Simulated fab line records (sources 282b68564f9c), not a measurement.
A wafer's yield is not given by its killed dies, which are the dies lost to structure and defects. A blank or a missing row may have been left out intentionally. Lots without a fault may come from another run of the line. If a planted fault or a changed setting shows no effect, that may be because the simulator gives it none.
Shared-tool check    flow ritCmos    Sampled: 13 lots, 39 wafers

REASON IT WAS OPENED
At RIT_SPACER_THK_MEAS_04 the reading SPACER_NITRIDE_THK is flagged on 1 of 13 lots. Fault-free wafers read 250.8 nm, with a standard deviation of 2.2.
Rule: a lot gets a flag if all its wafers with a number sit over 4 standard deviations from that mean, or if no wafer of it has a number. The other lots count as sound.

lot   measured     on            SPACER_NITRIDE_THK (nm), wafer by wafer  flag
L107  day 3 00:14  filmMetro-02  247.3 250.3 249.1                        
L108  day 3 06:52  filmMetro-01  247.6 248.8 248.8                        
L109  day 3 09:29  filmMetro-01  253.4 250.8 251.6                        
L110  day 3 16:45  filmMetro-03  250.2 248.3 249.1                        
L111  day 3 22:43  filmMetro-02  254.1 253.0 251.5                        
L112  day 4 04:05  filmMetro-03  247.9 247.7 247.4                        
L113  day 4 09:27  filmMetro-03  251.2 251.1 252.1                        
L114  day 4 12:49  filmMetro-02  253.9 254.8 252.5                        
L116  day 5 04:03  filmMetro-01  254.2 254.8 252.5                        
L117  day 5 07:33  filmMetro-02  233.9 238.1 235.2                        FLAGGED
L126  day 7 02:46  filmMetro-03  248.5 250.1 248.7                        
L129  day 7 16:35  filmMetro-01  253.0 251.6 250.4                        
L130  day 7 19:05  filmMetro-01  251.0 251.9 251.5                        
The numbers of the flagged lots are 235.7 nm on average: -15.1 nm against the usual, or -7 standard deviations.

TOOL THAT RAN EACH LOT
3 process steps preceding the reading are held in the record, out of 202 steps in the route. Cell contents, in order: the tool; ch with the chambers the sampled wafers went through; the start.
lot   flag     RIT_ACTIVE_ETCH_13                RIT_PWELL_STRIP_09                  RIT_SPACER_CVD_03
L107           rieDiel-02 ch 0,2, day 1 14:50    plasmaAsher-02 ch 0,1, day 2 01:19  lpcvd-02 ch 0, day 2 22:19
L108           rieDiel-02 ch 1,2,3, day 1 20:59  plasmaAsher-02 ch 0,1, day 2 05:02  lpcvd-01 ch 1, day 3 04:56
L109           rieDiel-02 ch 1,2,3, day 2 00:50  plasmaAsher-02 ch 0,1, day 2 09:07  lpcvd-01 ch 0, day 3 07:34
L110           rieDiel-01 ch 0,2,3, day 2 05:50  plasmaAsher-02 ch 0,1, day 2 14:28  lpcvd-01 ch 0, day 3 14:49
L111           rieDiel-01 ch 2,3, day 2 13:32    plasmaAsher-04 ch 0,1, day 2 22:17  lpcvd-01 ch 1, day 3 20:49
L112           rieDiel-03 ch 2,3, day 2 15:59    plasmaAsher-04 ch 0,1, day 3 01:35  lpcvd-02 ch 0, day 4 02:09
L113           rieDiel-01 ch 0,1, day 2 23:18    plasmaAsher-04 ch 0,1, day 3 07:27  lpcvd-01 ch 1, day 4 07:32
L114           rieDiel-02 ch 0,1,3, day 3 02:25  plasmaAsher-02 ch 0,1, day 3 11:03  lpcvd-02 ch 1, day 4 10:54
L116           rieDiel-01 ch 0,1, day 3 11:46    plasmaAsher-01 ch 0,1, day 3 20:59  lpcvd-02 ch 0, day 5 02:08
L117  FLAGGED  rieDiel-01 ch 0,2, day 3 16:50    plasmaAsher-02 ch 0,1, day 4 00:23  lpcvd-01 ch 1, day 5 05:38
L126           rieDiel-01 ch 0,1,3, day 5 14:01  plasmaAsher-02 ch 0,1, day 6 00:02  lpcvd-02 ch 1, day 7 00:50
L129           rieDiel-03 ch 1,2,3, day 6 05:35  plasmaAsher-01 ch 0,1, day 6 13:54  lpcvd-02 ch 0, day 7 14:40
L130           rieDiel-03 ch 0,1,2, day 6 10:54  plasmaAsher-02 ch 0,1, day 6 20:34  lpcvd-02 ch 0, day 7 17:08
What is done by these steps:
- RIT_ACTIVE_ETCH_13: etches Si3N4 in SF6, stops on SiO2, time 210 s, target depth 210 nm.
- RIT_PWELL_STRIP_09: strips in O2, time 180 s.
- RIT_SPACER_CVD_03: deposits Si3N4 from SiH2Cl2/NH3, target thk 250 nm, time 3300 s.
- RIT_SPACER_THK_MEAS_04

FLAGGED OVER TOTAL, TOOL BY TOOL (the gauges that took the reading come last)
step                    tool            lots run  flagged  share of the flagged lots  sound lots run after its first flagged lot
RIT_ACTIVE_ETCH_13      rieDiel-01      6         1        all                        1 (L126)
RIT_ACTIVE_ETCH_13      rieDiel-02      4         0        none                       -
RIT_ACTIVE_ETCH_13      rieDiel-03      3         0        none                       -
RIT_PWELL_STRIP_09      plasmaAsher-01  2         0        none                       -
RIT_PWELL_STRIP_09      plasmaAsher-02  8         1        all                        2 (L126,L130)
RIT_PWELL_STRIP_09      plasmaAsher-04  3         0        none                       -
RIT_SPACER_CVD_03       lpcvd-01        6         1        all                        0
RIT_SPACER_CVD_03       lpcvd-02        7         0        none                       -
RIT_SPACER_THK_MEAS_04  filmMetro-01    5         0        none                       -
RIT_SPACER_THK_MEAS_04  filmMetro-02    4         1        all                        0
RIT_SPACER_THK_MEAS_04  filmMetro-03    4         0        none                       -

WHAT THE TABLE ALLOWS
4 rows of the table ran every flagged lot: rieDiel-01 at RIT_ACTIVE_ETCH_13, plasmaAsher-02 at RIT_PWELL_STRIP_09, lpcvd-01 at RIT_SPACER_CVD_03, filmMetro-02 at RIT_SPACER_THK_MEAS_04.
- rieDiel-01 at RIT_ACTIVE_ETCH_13: 1 of its 6 lots flagged. Sound lots ran on it after the first flagged one (L126), which a lasting fault on the whole tool wouldn't allow.
- plasmaAsher-02 at RIT_PWELL_STRIP_09: 1 of its 8 lots flagged. Sound lots ran on it after the first flagged one (L126, L130), which a lasting fault on the whole tool wouldn't allow.
- lpcvd-01 at RIT_SPACER_CVD_03: 1 of its 6 lots flagged. It ran its last sound lot, L113, at day 4 07:32 and its first flagged lot, L117, at day 5 05:38: a fault with its onset between the two fits. Its own readings (pressureMtorr) fall more than 4 standard deviations out on all wafers of the flagged lots.
- filmMetro-02 at RIT_SPACER_THK_MEAS_04: 1 of its 4 lots flagged. It ran its last sound lot, L114, at day 4 12:49 and its first flagged lot, L117, at day 5 07:33: a fault with its onset between the two fits.
A lot count leaves these 2 tools indistinguishable: every one of them fits a fault beginning at some hour. More lots, or a look at what each step does to the wafer, might.

WHAT THE SIMULATOR HAD PUT IN
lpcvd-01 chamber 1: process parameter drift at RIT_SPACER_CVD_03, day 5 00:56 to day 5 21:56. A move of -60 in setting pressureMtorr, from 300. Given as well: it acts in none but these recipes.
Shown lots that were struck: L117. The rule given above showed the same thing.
